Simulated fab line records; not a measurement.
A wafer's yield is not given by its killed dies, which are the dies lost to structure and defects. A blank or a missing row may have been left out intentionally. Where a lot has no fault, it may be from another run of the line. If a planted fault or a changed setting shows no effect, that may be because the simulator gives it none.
A lot that was struck, set against a sound lot || flow berkeleyCmos170 || 16 steps out of a route of 331
Sound: these wafers, L133.2, L133.3, L133.5. Wafers struck: L146.2, L146.3, L146.6. Last of all comes the cause.
For every step that has rows: the tool of each side, followed by ch and its chambers, followed by its first start. Under that, the readings that differ: sound wafers || struck wafers || difference of the means || sigmas: that difference in standard deviations of wafers without a fault.
alike: a reading whose means differ by less than 2 such deviations, as well as words and numbers matching on both sides. not compared: withheld readings; readings where some wafer has no value; bounds like >300 that might hide an equal value; numbers whose values overlap and for which the record gives no deviation.
A row with sigmas, a row that says differs or no value, or rows on one side alone: a step with any of these is where the two part. Non-overlapping numbers with no deviation appear without sigmas and do not part them. Lack of a reading on every wafer of one side parts them only where that side has two or more wafers.

first, 5 steps without rows for these wafers: UCB170_NLDD_COAT_01 (resist thk 900 nm); UCB170_NLDD_SOFTBAKE_02 (time 60 s); UCB170_NLDD_EXPOSE_03 (exposes mask NSELECT, target cd 1200 nm); UCB170_NLDD_PEB_04; UCB170_NLDD_DEVELOP_05 (develop time 45 s).
UCB170_NLDD_CD_MEAS_06: the cd target is 1200 nm.
  sound on cdSem-02, day 6 18:18; struck on cdSem-02, day 9 01:59
  alike: cdNm
UCB170_NLDD_OVL_MEAS_07:
  sound on overlay-01, day 6 18:25; struck on overlay-02, day 9 02:05
  alike: NLDD_OVL
then, 2 steps without rows for these wafers: UCB170_NLDD_IMPLANT_08; UCB170_NLDD_IMPLANT_09.
UCB170_NLDD_STRIP_10: strips in O2.
  sound on plasmaAsher-01 ch 0, day 6 18:44; struck on plasmaAsher-02 ch 0,1, day 9 02:26
  alike: chamberPressureMTorr, drypumpMotorCurrentA, oesProductAu, stripTimeToEndpointS
  not compared: rfHoursCounterH
UCB170_NLDD_TW_MEAS_11:
  sound on filmMetro-04, day 6 18:51; struck on filmMetro-03, day 9 02:33
  alike: NLDD_TW
then, 1 step without rows for these wafers: UCB170_NLDD_CLEAN_12 (cleans in SPM, time 600 s).
UCB170_SPACER_CVD_00: deposits SiO2 from TEOS/O2, target thk 376 nm, time 47 s.
  sound on pecvd-02 ch 1,2, day 6 19:05; struck on pecvd-03 ch 1,2, day 9 03:04
{"reading": "model.SiO2_of_SPACER_CVD_00.thkNm (nm)", "sound": "372.5 376 377.3", "struck": "609.2 602.7 614.5", "difference": "+233.5", "sigmas": ""}
  alike: heaterPowerW, susceptorTempC
UCB170_SPACER_THK_MEAS_01:
  sound on filmMetro-01, day 6 19:08; struck on filmMetro-01, day 9 03:07
{"reading": "SPACER_TEOS_THK (nm)", "sound": "372 376 377", "struck": "610 603 614", "difference": "+234", "sigmas": "+45"}
then, 1 step without rows for these wafers: UCB170_SPACER_ANNEAL_02 (time 1800 s).
UCB170_SPACER_ETCHBACK_03: etches SiO2 in CHF3/CF4/Ar, stops on Si, target depth 376 nm, time 100 s.
  sound on rieDiel-04 ch 1,2,3, day 7 01:05; struck on rieDiel-02 ch 2,3, day 9 05:30
{"reading": "oesProductAu (a.u.)", "sound": "0.897 0.892 0.906", "struck": "1.011 0.996 0.983", "difference": "+0.098", "sigmas": "+7"}
{"reading": "model.etch.depthNm (nm)", "sound": "372.5 376 377.3", "struck": "421.1 423 422.2", "difference": "+46.8", "sigmas": ""}
  alike: chamberPressureMTorr, drypumpMotorCurrentA, throttleValvePct
  not compared: rfHoursCounterH

WHERE THEY PART
Earliest at UCB170_SPACER_THK_MEAS_01; latest, in this record, at UCB170_SPACER_ETCHBACK_03.

WHY: what had been put in by the simulator
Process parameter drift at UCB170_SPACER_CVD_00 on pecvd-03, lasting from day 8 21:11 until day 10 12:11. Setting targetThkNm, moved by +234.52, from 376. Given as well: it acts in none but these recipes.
